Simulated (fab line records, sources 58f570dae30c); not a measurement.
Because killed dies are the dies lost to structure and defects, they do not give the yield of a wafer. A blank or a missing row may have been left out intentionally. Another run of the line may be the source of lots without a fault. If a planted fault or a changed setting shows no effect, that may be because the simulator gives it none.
The same fault as seen by 2 desks	flow berkeleyCmos170	each desk has only its own numbers; what lay behind them comes last

METROLOGY DESK
Means of the sampled wafers that have a number, per lot and without regard to the tool the lot ran on: this is what the gauges read. Any lot whose mean is over 4 standard deviations away from the usual mean is out of limits and marked OUT; that distance is given in the brackets.
Columns: A = START_OXIDE_THK at UCB170_START_THK_MEAS_03, usual 20.1 nm; B = NSD_RS at UCB170_SDANNEAL_RS_MEAS_03, usual 37.31 ohm/sq; C = V2_OVL at UCB170_V2_OVL_MEAS_13, usual 4 nm
lot	first seen here	A	B	C
L886	day 1 17:09	20.4	37.37	6
L887	day 1 19:59	20.4	37.25	4
L888	day 2 01:25	19.9	37.35	7
L889	day 2 06:16	20.2	37.28	4
L890	day 2 10:56	20.6	37.27	1
L891	day 2 15:26	20.4	37.36	-1
L892	day 2 18:19	20.1	37.25	-0
L894	day 3 06:22	19.8	37.39	11
L895	day 3 10:26	19.8	37.35	3
L899	day 4 06:50	19.7	37.27	2
L902	day 4 23:43	19.5	36.96 (-4.3) OUT	-2
L903	day 5 04:13	19.8	36.97 (-4.2) OUT	3
L904	day 5 09:54	20.5	37.37	4
L906	day 5 17:04	20.3	37.24	5
Finding of this desk: L902, L903 out of limits, first seen on L902 at day 10 02:44 (NSD_RS at UCB170_SDANNEAL_RS_MEAS_03). L886, L887, L888, L889, L890, L891, L892, L894, L895, L899, L904, L906: within limits.

TOOL OWNER'S DESK, implanter-03
The tool's own readings at UCB170_NSD_IMPLANT_08: means of the sampled wafers that have a number, for each lot that ran on this tool. Any lot whose mean is over 4 standard deviations away from the usual mean is out of limits and marked OUT; that distance is given in the brackets.
Columns: A = beamEnergyKeV at UCB170_NSD_IMPLANT_08, usual 39.998; B = doseIonsCm2 at UCB170_NSD_IMPLANT_08, usual 3e+15
lot	first seen here	A	B
L890	day 7 03:09	39.995	3e+15
L888	day 7 03:38	40.011	3e+15
L892	day 7 23:02	39.999	3e+15
L895	day 8 20:14	39.989	3e+15
L899	day 9 05:40	40.011	3e+15
L902	day 10 00:43	41.072 (+98) OUT	3e+15
L903	day 10 12:17	41.058 (+96) OUT	3e+15
Finding of this desk: L902, L903 out of limits; the first was L902 at day 10 00:43, on beamEnergyKeV at UCB170_NSD_IMPLANT_08. L890, L888, L892, L895, L899: within limits.

BROUGHT TOGETHER
The tool owner's desk could have raised an alarm at day 10 00:43, on L902, L903.
An alarm was possible from the metrology desk at day 10 02:44, on L902, L903.
Of the lots named, all ran UCB170_NSD_IMPLANT_08 on implanter-03.

WHAT THE SIMULATOR PUT IN
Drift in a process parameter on implanter-03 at UCB170_NSD_IMPLANT_08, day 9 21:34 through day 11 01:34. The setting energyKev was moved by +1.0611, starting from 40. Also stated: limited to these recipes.
Struck lots among those shown: L902, L903.
Fault start to first reading out of limits, in hours, per desk: tool owner, 3; metrology, 5.
